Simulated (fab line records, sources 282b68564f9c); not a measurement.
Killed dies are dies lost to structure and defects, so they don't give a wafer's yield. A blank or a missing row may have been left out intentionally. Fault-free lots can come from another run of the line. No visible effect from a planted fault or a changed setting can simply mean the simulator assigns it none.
fab line records    flow ritCmos
record lots=16  wafers=48  lastDay=6
route steps=202 shown PLDD@124 CONTACT@173 M1@193
lots with no fault: from the same line, run without faults
startH: hours from the record's first day to the start of the lot's first wafer shown    waitH: time in hours since the lot's previous step    " as in the row above    L1.1+2: a row that stands for several wafers    - either no value or no given start    * or withheld: withheld    < > ~ a bound
route shown NAME@n: a module of which the file shows steps, and the number in the route of the first    usual: average and standard deviation across the fault-free wafers    same: alike in all rows    chamber/n: place in a boat    sites: the reading at each site    _std_site: their standard deviation    _edge_site: outer sites' mean less inner sites'    radiusMm: how far each site lies from the wafer's centre    mask NAME#n: copy n    behind: tool/chamber where the wafer was last shaped    hold: cause of the lot's hold/its duration in hours/its outcome    device: whichever transistor did not switch (one of n, p or np)    end of line: the same wafers' tests at the end of the route    for a step that has no rows: nothing shown but its recipe    killed: not the wafer's yield, but the dies lost to structure and defects at the first sort    map: the dies of a wafer, with x for killed, . for not killed, _ for no die there
set.NAME: the setting the step ran with; set.NAME@STEP: the setting that earlier step ran with    model.NAME: the simulator's own value behind a step, which no gauge read
the route's steps for a sample of lots (tables are steps, rows are wafers)
services: when a tool's chamber went out of use (startH, in hours from the record's first day, below 0 if earlier), for how many hours, and the reason
## steps
# step RIT_PLDD_TW_MEAS_10
# usual PLDD_TW=2345/21
lot.wafer  tool          chamber  startH  waitH  PLDD_TW
L183.2     filmMetro-01  -        52.73   0.1    2333
L183.4     "             -        "       "      2334
L183.6     "             -        "       "      2324
L184.1     filmMetro-02  -        53.60   0.1    2359
L184.2     "             -        "       "      2346
L184.3     "             -        "       "      2359
L185.2     filmMetro-01  -        58.68   0.1    2343
L185.4     "             -        "       "      2331
L185.5     "             -        "       "      2332
L186.1     filmMetro-03  -        60.45   0.1    2370
L186.2     "             -        "       "      2378
L186.5     "             -        "       "      2362
L187.3     filmMetro-02  -        64.97   0.1    2362
L187.4     "             -        "       "      2358
L187.5     "             -        "       "      2351
L189.2     filmMetro-03  -        74.21   0.1    2357
L189.3     "             -        "       "      2348
L189.6     "             -        "       "      2357
L190.1     filmMetro-02  -        78.06   0.1    2360
L190.2     "             -        "       "      2356
L190.6     "             -        "       "      2358
L191.3     filmMetro-01  -        83.88   0.1    2324
L191.5     "             -        "       "      2330
L191.6     "             -        "       "      2331
L192.1     filmMetro-02  -        87.83   0.1    2361
L192.2     "             -        "       "      2359
L192.6     "             -        "       "      2357
L193.3     filmMetro-01  -        93.42   0.1    2323
L193.4     "             -        "       "      2319
L193.5     "             -        "       "      2330
L195.1     filmMetro-02  -        103.27  0.1    2375
L195.4     "             -        "       "      2384
L195.6     "             -        "       "      2373
L196.2     filmMetro-01  -        107.86  0.1    2312
L196.3     "             -        "       "      2303
L196.6     "             -        "       "      2316
L199.3     filmMetro-03  -        123.68  0.1    2353
L199.4     "             -        "       "      2347
L199.6     "             -        "       "      2362
L200.3     filmMetro-01  -        127.64  0.1    2347
L200.5     "             -        "       "      2321
L200.6     "             -        "       "      2337
L201.1     filmMetro-01  -        133.60  0.1    2330
L201.3     "             -        "       "      2333
L201.4     "             -        "       "      2337
L202.1     filmMetro-02  -        138.65  0.1    2380
L202.2     "             -        "       "      2387
L202.3     "             -        "       "      2382
# step RIT_CONTACT_EXPOSE_05
# recipe maskId=M11  na=0.6  sourceShape=conventional  sigmaOuter=0.5  targetCdNm=1000  doseMj=250
# same na=0.6
lot.wafer   tool             chamber  startH  waitH  mask
L183.2+4+6  ilineStepper-02  0        60.30   0.2    M11#0
L184.1+2+3  ilineStepper-02  0        61.19   0.1    M11#0
L185.2+4+5  ilineStepper-01  0        66.66   0.2    M11#0
L186.1+2+5  ilineStepper-02  0        68.26   0.2    M11#0
L187.3+4+5  ilineStepper-02  0        72.60   0.1    M11#0
L189.2+3+6  ilineStepper-01  0        81.89   0.1    M11#0
L190.1+2+6  ilineStepper-01  0        85.76   0.1    M11#0
L191.3+5+6  ilineStepper-02  0        91.56   0.2    M11#0
L192.1+2+6  ilineStepper-01  0        95.60   0.2    M11#0
L193.3+4+5  ilineStepper-02  0        101.09  0.2    M11#0
L195.1+4+6  ilineStepper-01  0        110.94  0.2    M11#0
L196.2+3+6  ilineStepper-01  0        115.77  0.1    M11#0
L199.3+4+6  ilineStepper-02  0        131.27  0.2    M11#0
L200.3+5+6  ilineStepper-02  0        135.20  0.1    M11#0
L201.1+3+4  ilineStepper-02  0        141.05  0.1    M11#0
L202.1+2+3  ilineStepper-02  0        146.30  0.1    M11#0
# step RIT_CONTACT_OVL_MEAS_09
# usual CONTACT_OVL=-1.2/1.5
lot.wafer  tool        chamber  startH  waitH  CONTACT_OVL[nm]
L183.2     overlay-01  -        60.92   0.1    -3.5
L183.4     "           -        "       "      -3.6
L183.6     "           -        "       "      -0.7
L184.1     overlay-01  -        61.82   0.1    -0.9
L184.2     "           -        "       "      -3.4
L184.3     "           -        "       "      -3.0
L185.2     overlay-01  -        67.29   0.1    0.6
L185.4     "           -        "       "      -1.4
L185.5     "           -        "       "      0.2
L186.1     overlay-01  -        68.90   0.1    1.0
L186.2     "           -        "       "      0.5
L186.5     "           -        "       "      0.1
L187.3     overlay-02  -        73.21   0.1    -2.1
L187.4     "           -        "       "      -0.8
L187.5     "           -        "       "      -4.8
L189.2     overlay-01  -        82.51   0.1    0.4
L189.3     "           -        "       "      2.1
L189.6     "           -        "       "      -0.8
L190.1     overlay-02  -        86.48   0.1    -1.8
L190.2     "           -        "       "      -0.6
L190.6     "           -        "       "      -3.1
L191.3     overlay-02  -        92.17   0.1    -1.3
L191.5     "           -        "       "      -1.6
L191.6     "           -        "       "      -3.3
L192.1     overlay-02  -        96.24   0.1    1.5
L192.2     "           -        "       "      -0.9
L192.6     "           -        "       "      1.1
L193.3     overlay-01  -        101.74  0.1    0.4
L193.4     "           -        "       "      -2.1
L193.5     "           -        "       "      -2.3
L195.1     overlay-01  -        111.58  0.1    -0.7
L195.4     "           -        "       "      -1.2
L195.6     "           -        "       "      -2.0
L196.2     overlay-02  -        116.40  0.1    -1.7
L196.3     "           -        "       "      -2.1
L196.6     "           -        "       "      -3.3
L199.3     overlay-02  -        131.88  0.1    317.1
L199.4     "           -        "       "      317.8
L199.6     "           -        "       "      316.2
L200.3     overlay-01  -        135.81  0.1    318.5
L200.5     "           -        "       "      320.6
L200.6     "           -        "       "      320.1
L201.1     overlay-01  -        141.69  0.1    317.5
L201.3     "           -        "       "      318.0
L201.4     "           -        "       "      318.6
L202.1     overlay-01  -        146.93  0.1    318.9
L202.2     "           -        "       "      321.5
L202.3     "           -        "       "      321.0
# step RIT_M1_CD_MEAS_09
# recipe targetCdNm=2600
# usual cdNm=2600.6/2.3
lot.wafer  tool      chamber  startH  waitH  cdNm
L183.2     cdSem-01  -        63.32   -      2599.1
L183.4     "         -        "       "      2600.0
L183.6     "         -        "       "      2599.5
L184.1     cdSem-02  -        64.31   -      2601.5
L184.2     "         -        "       "      2599.9
L184.3     "         -        "       "      2600.0
L185.2     cdSem-01  -        69.68   -      2603.8
L185.4     "         -        "       "      2602.0
L185.5     "         -        "       "      2603.5
L186.1     cdSem-02  -        71.60   -      2599.4
L186.2     "         -        "       "      2599.9
L186.5     "         -        "       "      2599.8
L187.3     cdSem-01  -        75.76   -      2599.9
L187.4     "         -        "       "      2600.0
L187.5     "         -        "       "      2599.7
L189.2     cdSem-01  -        85.05   -      2600.8
L189.3     "         -        "       "      2600.6
L189.6     "         -        "       "      2601.2
L190.1     cdSem-01  -        89.01   -      2601.0
L190.2     "         -        "       "      2601.6
L190.6     "         -        "       "      2601.4
L191.3     cdSem-02  -        94.89   -      2602.1
L191.5     "         -        "       "      2601.4
L191.6     "         -        "       "      2601.6
L192.1     cdSem-02  -        98.64   -      2603.8
L192.2     "         -        "       "      2602.4
L192.6     "         -        "       "      2604.1
L193.3     cdSem-02  -        104.16  -      2602.2
L193.4     "         -        "       "      2604.1
L193.5     "         -        "       "      2605.6
L195.1     cdSem-02  -        114.12  -      2605.1
L195.4     "         -        "       "      2603.6
L195.6     "         -        "       "      2605.6
L196.2     cdSem-02  -        118.93  -      2601.7
L196.3     "         -        "       "      2601.5
L196.6     "         -        "       "      2599.2
L199.3     cdSem-01  -        134.41  -      2598.4
L199.4     "         -        "       "      2599.2
L199.6     "         -        "       "      2596.7
L200.3     cdSem-01  -        138.58  -      2599.7
L200.5     "         -        "       "      2597.6
L200.6     "         -        "       "      2597.5
L201.1     cdSem-01  -        144.07  -      2600.2
L201.3     "         -        "       "      2599.3
L201.4     "         -        "       "      2600.1
L202.1     cdSem-01  -        149.44  -      2599.4
L202.2     "         -        "       "      2600.1
L202.3     "         -        "       "      2600.7
# step RIT_M1_OVL_MEAS_10
# usual M1_OVL=-0.2/1.4
lot.wafer  tool        chamber  startH  waitH  M1_OVL[nm]
L183.2     overlay-02  -        63.43   0.1    -3.2
L183.4     "           -        "       "      -1.1
L183.6     "           -        "       "      -0.5
L184.1     overlay-01  -        64.43   0.1    2.4
L184.2     "           -        "       "      1.1
L184.3     "           -        "       "      2.3
L185.2     overlay-01  -        69.79   0.1    -0.6
L185.4     "           -        "       "      0.9
L185.5     "           -        "       "      -0.1
L186.1     overlay-01  -        71.72   0.1    1.5
L186.2     "           -        "       "      1.6
L186.5     "           -        "       "      0.7
L187.3     overlay-02  -        75.85   0.1    0.5
L187.4     "           -        "       "      -0.6
L187.5     "           -        "       "      -0.7
L189.2     overlay-02  -        85.16   0.1    0.5
L189.3     "           -        "       "      -1.1
L189.6     "           -        "       "      -1.1
L190.1     overlay-01  -        89.13   0.1    1.0
L190.2     "           -        "       "      -0.9
L190.6     "           -        "       "      -0.9
L191.3     overlay-01  -        94.99   0.1    -2.1
L191.5     "           -        "       "      0.5
L191.6     "           -        "       "      -1.2
L192.1     overlay-01  -        98.76   0.1    -1.1
L192.2     "           -        "       "      -0.5
L192.6     "           -        "       "      0.3
L193.3     overlay-01  -        104.25  0.1    -2.5
L193.4     "           -        "       "      0.3
L193.5     "           -        "       "      -1.3
L195.1     overlay-02  -        114.24  0.1    1.8
L195.4     "           -        "       "      2.8
L195.6     "           -        "       "      1.0
L196.2     overlay-01  -        119.04  0.1    -0.4
L196.3     "           -        "       "      -0.4
L196.6     "           -        "       "      0.2
L199.3     overlay-01  -        134.50  0.1    -1.4
L199.4     "           -        "       "      0.9
L199.6     "           -        "       "      -0.9
L200.3     overlay-01  -        138.67  0.1    0.4
L200.5     "           -        "       "      2.9
L200.6     "           -        "       "      3.7
L201.1     overlay-02  -        144.19  0.1    -2.2
L201.3     "           -        "       "      0.5
L201.4     "           -        "       "      0.5
L202.1     overlay-02  -        149.56  0.1    -3.2
L202.2     "           -        "       "      -0.1
L202.3     "           -        "       "      -2.1
# step RIT_M1_PROBE_99
# usual killed_at_M0_to_M3=0.0/0.083  killedAtContacts=0.0/0.22  killedAtFrontEnd=7/3.2  killedDies=7/3.2  killedOpen=3.2/2.1  killedShort=3.5/2.2
# same grossDies=264  killed_at_M4_up=0  killedAtBackSide=0  killedAtOther=0
lot.wafer  tool       chamber  startH  waitH  killed_at_M0_to_M3  killedAtContacts  killedAtFrontEnd  killedDies  killedOpen  killedShort
L184.1     prober-01  -        68.67   0.1    0                   0                 10                10          8           2
L184.2     prober-01  -        68.72   0.1    0                   0                 0                 0           0           0
L184.3     prober-01  -        68.77   0.2    0                   0                 5                 5           4           1
L191.3     prober-02  -        97.72   0.2    0                   0                 6                 6           5           1
L191.5     prober-02  -        97.82   0.2    0                   0                 5                 5           4           1
L191.6     prober-02  -        97.87   0.2    0                   0                 7                 7           4           3
L193.3     prober-02  -        106.88  0.2    0                   0                 4                 4           3           1
L193.4     prober-02  -        106.93  0.2    0                   0                 7                 7           3           4
L193.5     prober-02  -        106.98  0.2    0                   0                 8                 8           3           5
L195.1     prober-02  -        117.52  0.1    0                   0                 5                 5           2           3
L195.4     prober-02  -        117.67  0.2    0                   0                 4                 4           3           1
L195.6     prober-02  -        117.77  0.2    0                   0                 5                 5           2           3
L196.2     prober-01  -        121.62  0.1    0                   0                 5                 5           4           1
L196.3     prober-01  -        121.67  0.2    0                   0                 6                 6           2           4
L196.6     prober-01  -        121.82  0.2    0                   0                 10                10          4           6
L199.3     prober-02  -        137.13  0.2    0                   0                 3                 3           2           1
L199.4     prober-02  -        137.18  0.2    0                   0                 6                 6           1           4
L199.6     prober-02  -        137.28  0.2    0                   0                 9                 9           4           5
L200.3     prober-01  -        141.32  0.2    0                   0                 5                 5           4           1
L200.5     prober-01  -        141.42  0.2    0                   1                 7                 8           4           4
L200.6     prober-01  -        141.47  0.2    0                   0                 9                 9           1           8
L201.1     prober-02  -        146.73  0.1    0                   0                 2                 2           0           2
L201.3     prober-02  -        146.83  0.2    0                   1                 2                 3           1           2
L201.4     prober-02  -        146.88  0.2    0                   0                 6                 6           2           4
# killed by level:class
L184.1 GATE:geometricParticle:open=5 SPACER:geometricParticle:open=2 GATE:geometricParticle:short=1 SPACER:geometricParticle:short=1 SILICIDE:geometricParticle:open=1
L184.2
L184.3 GATE:geometricParticle:open=2 FOX2:geometricParticle:open=1 GATE:geometricParticle:short=1 REOX:geometricParticle:open=1
L191.3 GATE:geometricParticle:open=2 SILICIDE:geometricParticle:open=2 FOX1:geometricParticle:open=1 REOX:geometricParticle:short=1
L191.5 SPACER:geometricParticle:open=2 FOX1:geometricParticle:open=1 GATE:geometricParticle:open=1 REOX:geometricParticle:short=1
L191.6 GATE:geometricParticle:open=3 GATE:geometricParticle:short=2 FOX1:geometricParticle:open=1 REOX:geometricParticle:short=1
L193.3 FOX2:geometricParticle:open=1 GATE:geometricParticle:open=1 GATE:geometricParticle:short=1 SPACER:geometricParticle:open=1
L193.4 GATE:geometricParticle:short=2 REOX:geometricParticle:open=2 FOX1:geometricParticle:short=1 FOX2:geometricParticle:open=1 REOX:geometricParticle:short=1
L193.5 SILICIDE:geometricParticle:short=3 GATE:geometricParticle:short=1 GATE:geometricParticle:open=1 REOX:geometricParticle:short=1 SPACER:geometricParticle:open=1 SILICIDE:geometricParticle:open=1
L195.1 FOX1:geometricParticle:short=1 GATE:geometricParticle:open=1 REOX:geometricParticle:open=1 SPACER:geometricParticle:short=1 SILICIDE:geometricParticle:short=1
L195.4 GATE:geometricParticle:open=2 GATE:geometricParticle:short=1 SPACER:geometricParticle:open=1
L195.6 SILICIDE:geometricParticle:open=2 GATE:geometricParticle:short=1 REOX:geometricParticle:short=1 SILICIDE:geometricParticle:short=1
L196.2 FOX1:geometricParticle:open=1 FOX2:geometricParticle:open=1 REOX:geometricParticle:open=1 SPACER:geometricParticle:open=1 SPACER:geometricParticle:short=1
L196.3 FOX1:geometricParticle:short=1 FOX2:geometricParticle:short=1 GATE:geometricParticle:open=1 REOX:geometricParticle:short=1 REOX:geometricParticle:open=1 SILICIDE:geometricParticle:short=1
L196.6 GATE:geometricParticle:short=2 SPACER:geometricParticle:open=2 SILICIDE:geometricParticle:short=2 FOX1:geometricParticle:open=1 FOX1:geometricParticle:short=1 FOX2:geometricParticle:short=1 SILICIDE:geometricParticle:open=1
L199.3 SPACER:geometricParticle:open=2 SPACER:geometricParticle:short=1
L199.4 GATE:geometricParticle:short=3 GATE:geometricParticle:open=1 SPACER:geometricParticle:short=1 NSD:coatMicrobubblePrinted=1
L199.6 GATE:geometricParticle:open=3 GATE:geometricParticle:short=3 REOX:geometricParticle:open=1 REOX:geometricParticle:short=1 SPACER:geometricParticle:short=1
L200.3 FOX1:geometricParticle:open=1 FOX2:geometricParticle:open=1 GATE:geometricParticle:open=1 REOX:geometricParticle:open=1 REOX:geometricParticle:short=1
L200.5 GATE:geometricParticle:open=2 GATE:geometricParticle:short=2 FOX2:geometricParticle:open=1 SPACER:geometricParticle:short=1 SILICIDE:geometricParticle:short=1 CONTACT:geometricParticle:open=1
L200.6 SILICIDE:geometricParticle:short=4 FOX1:geometricParticle:short=2 GATE:geometricParticle:open=1 REOX:geometricParticle:short=1 SPACER:geometricParticle:short=1
L201.1 FOX1:geometricParticle:short=1 GATE:geometricParticle:short=1
L201.3 FOX1:geometricParticle:short=1 SILICIDE:geometricParticle:short=1 CONTACT:geometricParticle:open=1
L201.4 GATE:geometricParticle:short=4 GATE:geometricParticle:open=1 SPACER:geometricParticle:open=1
## services
tool             chamber  startH  hours  kind
ilineStepper-01  -        44.04   4.4    pm
ilineStepper-02  -        50.04   5.8    repair
ilineStepper-02  0        62.32   -      calibration
ilineStepper-01  0        107.33  -      calibration
ilineStepper-02  -        111.03  2.4    repair
## key
firstSign step=RIT_CONTACT_OVL_MEAS_09  reading=CONTACT_OVL  direction=up  sigmas=99+  usual=-1.2  struck=318.8
effect none on later readings
metAt RIT_CONTACT_EXPOSE_05
struckLots L199,L200,L201,L202
testerLeftOut L199,L200,L201,L202
notActingAt RIT_PLDD_TW_MEAS_10,RIT_M1_CD_MEAS_09,RIT_M1_OVL_MEAS_10
onsetBetween 101.09 131.27
alsoFits time
fault kind=scannerMatchingOverlay  tool=ilineStepper-02  chamber=-  onsetH=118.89  steps=RIT_CONTACT_EXPOSE_05  offset=320.54
# testerLeftOut: of these lots the tester's yield and bins aren't shown, on N5 and GAA mostly nor the transistor test; their killed dies are dies lost to structure and defects alone, not to doping, threshold or leakage, so they don't give the yield
